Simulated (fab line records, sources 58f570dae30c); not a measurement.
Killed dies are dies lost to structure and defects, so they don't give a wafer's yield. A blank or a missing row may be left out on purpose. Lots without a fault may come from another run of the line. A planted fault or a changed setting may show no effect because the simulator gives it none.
Which tool did it? | flow berkeley_cmos170 | 14 lots, 42 wafers sampled, at 6 steps of a route of 331

WHAT THE GAUGES READ, wafer by wafer
UCB170_ACTIVE_THK_MEAS_03. Usual: ACTIVE_OXIDE_THK 26.6 nm, standard deviation 0.46.
lot  | measured    | on            | ACTIVE_OXIDE_THK (nm) | flag
L709 | day 3 19:40 | film_metro-02 | 26.1 26.4 26.6        |
L710 | day 4 02:56 | film_metro-04 | 26.1 26.6 26.4        |
L714 | day 5 03:50 | film_metro-04 | 26.8 26.5 27.1        |
L715 | day 5 10:25 | film_metro-03 | 26.6 26.8 26.5        |
L716 | day 5 10:25 | film_metro-02 | 26.7 27.2 26.5        |
L717 | day 5 20:02 | film_metro-04 | 27.4 26.8 27.7        |
L718 | day 5 20:02 | film_metro-02 | 27.5 27.2 27.2        |
L720 | day 6 09:04 | film_metro-02 | 26.7 26.5 26.6        |
L721 | day 6 09:04 | film_metro-03 | 25.8 26.1 25.9        |
L724 | day 6 20:47 | film_metro-02 | 26.1 26.4 25.9        |
L725 | day 7 13:36 | film_metro-02 | 27.4 27.0 27.4        |
L726 | day 7 20:49 | film_metro-03 | 26.4 26.6 26.5        |
L731 | day 8 17:34 | film_metro-02 | 26.7 26.5 26.6        |
L732 | day 8 17:37 | film_metro-04 | 26.3 26.7 26.4        |

UCB170_FIELD_THK_MEAS_91. Usual: FIELD_OXIDE_LEFT_2_THK 358 nm, standard deviation 11.
lot  | measured     | on            | FIELD_OXIDE_LEFT_2_THK (nm) | flag
L709 | day 5 09:01  | film_metro-03 | 331 332 341                 |
L710 | day 5 18:47  | film_metro-01 | 346 341 346                 |
L714 | day 6 20:52  | film_metro-03 | 376 368 371                 |
L715 | day 7 06:12  | film_metro-01 | 359 359 366                 |
L716 | day 7 06:10  | film_metro-03 | 372 370 377                 |
L717 | day 7 18:29  | film_metro-04 | 367 351 362                 |
L718 | day 7 18:13  | film_metro-04 | 348 351 348                 |
L720 | day 8 05:32  | film_metro-04 | 345 340 343                 |
L721 | day 8 05:21  | film_metro-01 | 359 349 368                 |
L724 | day 8 20:29  | film_metro-01 | 369 363 366                 |
L725 | day 9 07:03  | film_metro-03 | 355 353 362                 |
L726 | day 9 07:28  | film_metro-04 | 359 359 354                 |
L731 | day 10 07:19 | film_metro-04 | 356 363 365                 |
L732 | day 10 06:32 | film_metro-03 | 369 357 363                 |

UCB170_NLDD_TW_MEAS_11. Usual: NLDD_TW 2236, standard deviation 13.
lot  | measured     | on            | NLDD_TW        | flag
L709 | day 6 00:53  | film_metro-04 | 2238 2246 2257 |
L710 | day 6 12:46  | film_metro-02 | 2236 2223 2234 |
L714 | day 7 17:24  | film_metro-02 | 2233 2228 2241 |
L715 | day 8 02:14  | film_metro-02 | 2220 2229 2233 |
L716 | day 8 01:58  | film_metro-02 | 2232 2233 2231 |
L717 | day 8 09:22  | film_metro-04 | 2245 2232 2247 |
L718 | day 8 09:24  | film_metro-02 | 2239 2231 2233 |
L720 | day 9 00:30  | film_metro-02 | 2233 2236 2234 |
L721 | day 9 00:40  | film_metro-03 | 2220 2210 2250 |
L724 | day 9 09:49  | film_metro-04 | 2180 2186 2189 | OFF
L725 | day 10 07:32 | film_metro-03 | 2206 2217 2207 |
L726 | day 10 02:55 | film_metro-02 | 2185 2192 2182 | OFF
L731 | day 10 23:26 | film_metro-04 | 2251 2262 2262 |
L732 | day 10 23:10 | film_metro-04 | 2266 2249 2252 |

UCB170_SDANNEAL_RS_MEAS_05: measures by four-point-probe. Usual: NLDD_RS 615.9 ohm/sq, standard deviation 1.4.
lot  | measured     | on            | NLDD_RS (ohm/sq)  | flag
L709 | day 6 12:02  | film_metro-02 | 615.9 614.7 614.7 |
L710 | day 7 00:55  | film_metro-02 | 616.5 616.5 617.2 |
L714 | day 8 02:26  | film_metro-04 | 613.7 613.3 614.6 |
L715 | day 8 11:01  | film_metro-02 | 616.9 615.8 615.9 |
L716 | day 8 11:16  | film_metro-03 | 615.2 615.0 615.3 |
L717 | day 8 19:25  | film_metro-03 | 615.4 616.1 613.1 |
L718 | day 8 20:22  | film_metro-02 | 614.7 615.1 616.3 |
L720 | day 9 11:38  | film_metro-03 | 619.2 617.4 617.3 |
L721 | day 9 11:49  | film_metro-04 | 614.8 614.7 616.3 |
L724 | day 9 23:05  | film_metro-04 | 656.8 657.0 655.2 | OFF
L725 | day 10 15:43 | film_metro-03 | 614.9 615.5 616.1 |
L726 | day 10 12:44 | film_metro-03 | 653.1 653.5 652.3 | OFF
L731 | day 11 12:58 | film_metro-03 | 616.0 617.2 616.8 |
L732 | day 11 10:41 | film_metro-04 | 618.3 617.5 617.4 |

WHICH TOOL RAN EACH LOT (tool, then ch and the chambers of the sampled wafers, then the start)
lot  | UCB170_PWELL_ETCH_14              | UCB170_NLDD_IMPLANT_08
L709 | rie_diel-01 ch 1,2,3, day 2 21:32 | implanter-04 ch 0, day 6 00:29
L710 | rie_diel-01 ch 2,3, day 3 05:14   | implanter-04 ch 0, day 6 12:22
L714 | rie_diel-02 ch 1,2,3, day 4 04:19 | implanter-02 ch 0, day 7 17:00
L715 | rie_diel-01 ch 1,2,3, day 4 13:08 | implanter-01 ch 0, day 8 01:50
L716 | rie_diel-03 ch 1,2, day 4 13:35   | implanter-02 ch 0, day 8 01:35
L717 | rie_diel-03 ch 0,1,2, day 4 20:14 | implanter-04 ch 0, day 8 08:58
L718 | rie_diel-01 ch 0,1, day 5 00:52   | implanter-02 ch 0, day 8 09:00
L720 | rie_diel-03 ch 1,2, day 5 09:25   | implanter-02 ch 0, day 9 00:06
L721 | rie_diel-03 ch 0,2,3, day 5 15:43 | implanter-01 ch 0, day 9 00:16
L724 | rie_diel-03 ch 1,2,3, day 6 02:11 | implanter-02 ch 0, day 9 09:25
L725 | rie_diel-03 ch 0,2, day 6 11:32   | implanter-01 ch 0, day 10 07:07
L726 | rie_diel-03 ch 0,2,3, day 6 18:46 | implanter-02 ch 0, day 10 02:31
L731 | rie_diel-03 ch 0,1, day 7 16:57   | implanter-01 ch 0, day 10 23:02
L732 | rie_diel-02 ch 1,3, day 7 19:48   | implanter-04 ch 0, day 10 22:49
- UCB170_PWELL_ETCH_14: etches Si3N4 in CH3F/Ar/O2, stops on SiO2, target depth 242 nm, time 151 s.
- UCB170_NLDD_IMPLANT_08

WHAT THE TOOLS THEMSELVES READ (means of the sampled wafers that have a number; where no wafer has one, the mark that the record gives instead)
UCB170_PWELL_ETCH_14. Usual: drypump_motor_current_A 5.7 A, standard deviation 0.51; oes_product_au 0.940 a.u., standard deviation 0.014; throttle_valve_pct 8.09 %, standard deviation 0.14.
lot  | tool        | drypump_motor_current_A (A) | oes_product_au (a.u.) | throttle_valve_pct (%) | flag
L709 | rie_diel-01 | 5.8                         | 0.932                 | 7.92                   |
L710 | rie_diel-01 | 5.5                         | 0.917                 | 7.96                   |
L714 | rie_diel-02 | 5.7                         | 0.947                 | 8.15                   |
L715 | rie_diel-01 | 5.8                         | 0.927                 | 7.92                   |
L716 | rie_diel-03 | 6.1                         | 0.947                 | 8.11                   |
L717 | rie_diel-03 | 5.9                         | 0.948                 | 8.16                   |
L718 | rie_diel-01 | 6.5                         | 0.940                 | 7.80                   |
L720 | rie_diel-03 | 5.9                         | 0.964                 | 8.12                   |
L721 | rie_diel-03 | 5.6                         | 0.957                 | 8.16                   |
L724 | rie_diel-03 | 5.8                         | 0.945                 | 8.10                   |
L725 | rie_diel-03 | 5.7                         | 0.936                 | 8.24                   |
L726 | rie_diel-03 | 5.5                         | 0.949                 | 8.17                   |
L731 | rie_diel-03 | 5.9                         | 0.939                 | 8.23                   |
L732 | rie_diel-02 | 6.1                         | 0.922                 | 8.05                   |

UCB170_NLDD_IMPLANT_08. Usual: dose_ions_cm2 5e+13, standard deviation 5.4e+10; faraday_current_uA 159, standard deviation 3.4.
lot  | tool         | dose_ions_cm2 | faraday_current_uA | flag
L709 | implanter-04 | 5e+13         | 160                |
L710 | implanter-04 | 5e+13         | 158                |
L714 | implanter-02 | 5e+13         | 159                |
L715 | implanter-01 | 5e+13         | 160                |
L716 | implanter-02 | 5e+13         | 158                |
L717 | implanter-04 | 5e+13         | 160                |
L718 | implanter-02 | 5e+13         | 162                |
L720 | implanter-02 | 5e+13         | 160                |
L721 | implanter-01 | 5e+13         | 158                |
L724 | implanter-02 | 4e+13         | 131                | OFF
L725 | implanter-01 | 5e+13         | 160                |
L726 | implanter-02 | 4e+13         | 130                | OFF
L731 | implanter-01 | 5e+13         | 162                |
L732 | implanter-04 | 5e+13         | 163                |

THE ANSWER, worked out from the rows above alone
Rule: a lot is off if the mean of its wafers that have a number lies more than 3 standard deviations from the usual mean. A lot without any number at a reading at which 4 lots or more have one is off too. The other lots that the step has rows for count as sound. The gauges are gone through in route order, then the tools' own readings, and for those a lot's mean is taken as printed above. The first step at which some lot is off is used, and at that step the reading that is off furthest; a lot without a number counts as furthest.
Off: L724, L726, at UCB170_NLDD_TW_MEAS_11 (NLDD_TW).
A tool fits if, at a process step before that reading, it ran every lot that is off, and no sound lot after the first of them. The gauges at UCB170_NLDD_TW_MEAS_11 aren't tried: what is off there is off at UCB170_NLDD_IMPLANT_08 too, on other tools, and a gauge's error can't cause that. One fits: implanter-02 at UCB170_NLDD_IMPLANT_08. Its last sound lot is L720 (day 9 00:06), its first lot that is off L724 (day 9 09:25): a fault that began between those two fits.
The tool's own readings at UCB170_NLDD_IMPLANT_08 bear it out: on the lots that are off they differ by more than 5 times the standard deviation of the sound lots' means. dose_ions_cm2 reads 4e+13 there against 5e+13 on the sound lots; faraday_current_uA reads 130 there against 160 on the sound lots.

WHAT THE SIMULATOR HAD PUT IN
Process parameter drift: implanter-02, from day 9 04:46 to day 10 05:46, at UCB170_NLDD_IMPLANT_08. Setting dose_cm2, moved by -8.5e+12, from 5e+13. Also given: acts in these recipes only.
Lots struck among those shown: L724, L726. The rule above found the same.
